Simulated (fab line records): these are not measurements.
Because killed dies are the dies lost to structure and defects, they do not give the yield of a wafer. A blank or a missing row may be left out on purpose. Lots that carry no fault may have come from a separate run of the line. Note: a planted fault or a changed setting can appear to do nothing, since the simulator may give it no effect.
Struck lot and sound lot, side by side || flow berkeley cmos170 || 29 out of 331 route steps
Sound: these wafers, L885.1, L885.2, L885.4. Struck: wafer L898.1. (L898.4, L898.6 of the same lot were not struck and are left out.) The cause comes at the end.
For every step that has rows: the tool of each side, followed by ch and its chambers, followed by its first start. Under that, the readings that differ: sound wafers || struck wafers || difference of the means || sigmas: that difference in standard deviations of wafers without a fault.
alike: readings with means less than 2 such deviations apart, plus words and numbers identical on both sides. not compared: withheld readings, readings lacking a value on some wafer, bounds such as >300 that could conceal the same value, and numbers that have no deviation in the record and whose values overlap.
The two part at a step that has a row with sigmas, a row that says differs or no value, or rows on one side only. Numbers that don't overlap but have no deviation are shown without sigmas and don't part them. Lack of a reading on every wafer of one side parts them only where that side has two or more wafers.

UCB170_ACTIVE_THK_MEAS_03:
  sound: film metro-01 at day 4 09:14; struck: film metro-04 at day 7 12:19
{"reading": "ACTIVE_OXIDE_THK (nm)", "sound": "26.9 26.9 27.0", "struck": 25.5, "difference": -1.4, "sigmas": -2}
then, 2 steps without rows for these wafers: UCB170_ACTIVE_ANNEAL_04 (time 900 s); UCB170_ACTIVE_CVD_05 (deposits Si3N4 from SiH2Cl2/NH3, target thk 220 nm, time 3300 s).
UCB170_ACTIVE_THK_MEAS_06:
  sound: film metro-01 at day 4 14:23; struck: film metro-01 at day 7 19:41
  alike: ACTIVE_NITRIDE_THK
then, 6 steps without rows for these wafers: UCB170_ACTIVE_HMDS_07 (prime time 60 s); UCB170_ACTIVE_COAT_08 (resist thk 900 nm); UCB170_ACTIVE_SOFTBAKE_09 (time 60 s); UCB170_ACTIVE_EXPOSE_10 (exposes mask ACTIVE, target cd 1200 nm); UCB170_ACTIVE_PEB_11; UCB170_ACTIVE_DEVELOP_12 (develop time 45 s).
UCB170_ACTIVE_CD_MEAS_13: the cd target is 1200 nm.
  sound: cd sem-01 at day 4 15:43; struck: cd sem-01 at day 7 20:52
{"reading": "cd nm (nm)", "sound": "1203.0 1202.2 1201.4", "struck": 1199.1, "difference": -3.1, "sigmas": -2}
UCB170_ACTIVE_OVL_MEAS_14:
  sound: overlay-02 at day 4 15:50; struck: overlay-01 at day 7 20:59
{"reading": "ACTIVE_OVL (nm)", "sound": "-11 -11 -13", "struck": 3, "difference": "+15", "sigmas": "+3"}
UCB170_ACTIVE_ETCH_15: etches Si3N4 in CH3F/Ar/O2, stops on SiO2, target depth 242 nm, time 151 s.
  sound on rie diel-02 ch 1,2,3, day 4 15:52; struck on rie diel-02 ch 2, day 7 21:01
{"reading": "oes product au (a.u.)", "sound": "0.939 0.959 0.931", "struck": 0.916, "difference": -0.027, "sigmas": -2}
{"reading": "run length s (s)", "sound": "179.2 179.4 178.7", "struck": 185.9, "difference": "+6.8", "sigmas": "+17"}
{"reading": "model.KrF_of_ACTIVE_COAT_08.thk nm (nm)", "sound": "718.7 727.5 719.9", "struck": 718.2, "difference": -3.8, "sigmas": ""}
{"reading": "model.SiO2_of_ACTIVE_OXIDATION_02.thk nm (nm)", "sound": "22 23.37 23.13", "struck": 19.82, "difference": -3.01, "sigmas": ""}
  alike: drypump motor current A, throttle valve pct
  not compared: rf hours counter h
UCB170_ACTIVE_STRIP_16: strips in O2.
  sound on plasma asher-02 ch 0,1, day 4 15:58; struck on plasma asher-01 ch 0, day 7 21:07
{"reading": "drypump motor current A (A)", "sound": "5.7 6.1 6.1", "struck": 4.9, "difference": -1.1, "sigmas": -3}
  alike: oes product au, strip time to endpoint s
  not compared: rf hours counter h
UCB170_ACTIVE_CD_MEAS_90: the cd target is 1200 nm.
  sound: cd sem-02 at day 4 16:04; struck: cd sem-01 at day 7 21:13
  alike: cd nm
then, 7 steps without rows for these wafers: UCB170_ACTIVE_CLEAN_17 (cleans in SPM, time 600 s); UCB170_PFIELD_HMDS_00 (prime time 60 s); UCB170_PFIELD_COAT_01 (resist thk 900 nm); UCB170_PFIELD_SOFTBAKE_02 (time 60 s); UCB170_PFIELD_EXPOSE_03 (exposes mask PFIELD, target cd 1500 nm); UCB170_PFIELD_PEB_04; UCB170_PFIELD_DEVELOP_05 (develop time 45 s).
UCB170_PFIELD_OVL_MEAS_06:
  sound: overlay-01 at day 4 20:40; struck: overlay-02 at day 7 22:59
  alike: PFIELD_OVL
following that, these wafers have no rows for 1 step: UCB170_PFIELD_IMPLANT_07.
UCB170_PFIELD_STRIP_08: strips in O2.
  sound on plasma asher-01 ch 0,1, day 4 20:50; struck on plasma asher-03 ch 1, day 7 23:10
  alike: drypump motor current A, oes product au, strip time to endpoint s
  not compared: rf hours counter h
UCB170_PFIELD_TW_MEAS_09:
  sound: film metro-01 at day 4 20:56; struck: film metro-04 at day 7 23:16
  alike: PFIELD_TW
UCB170_FIELD_CLEAN_00: cleans in dHF, time 7.5 s.
  sound on wet bench-03 ch 1, day 4 21:00; struck on wet bench-03 ch 1, day 8 00:54
{"reading": "model.SiO2_of_ACTIVE_OXIDATION_02.thk nm (nm)", "sound": "20.53 21.9 21.65", "struck": 18.35, "difference": -3.01, "sigmas": ""}
then, 1 step without rows for these wafers: UCB170_FIELD_OXIDATION_01 (target thk 558.3 nm, ox time 7200 s).
-- the record jumps here: 3 days lie between the struck wafers' starts before and after (it left off in module FIELD and takes up again in module M3, whose first step shown is number 331 of the route) --
UCB170_M3_PROBE_99:
  only the struck wafers here have rows in the record (prober-01, day 11 12:26); the sound ones have none

WHERE THEY PART
First at UCB170_ACTIVE_THK_MEAS_03; last, within this record, at UCB170_M3_PROBE_99.

WHY: the cause the simulator had injected
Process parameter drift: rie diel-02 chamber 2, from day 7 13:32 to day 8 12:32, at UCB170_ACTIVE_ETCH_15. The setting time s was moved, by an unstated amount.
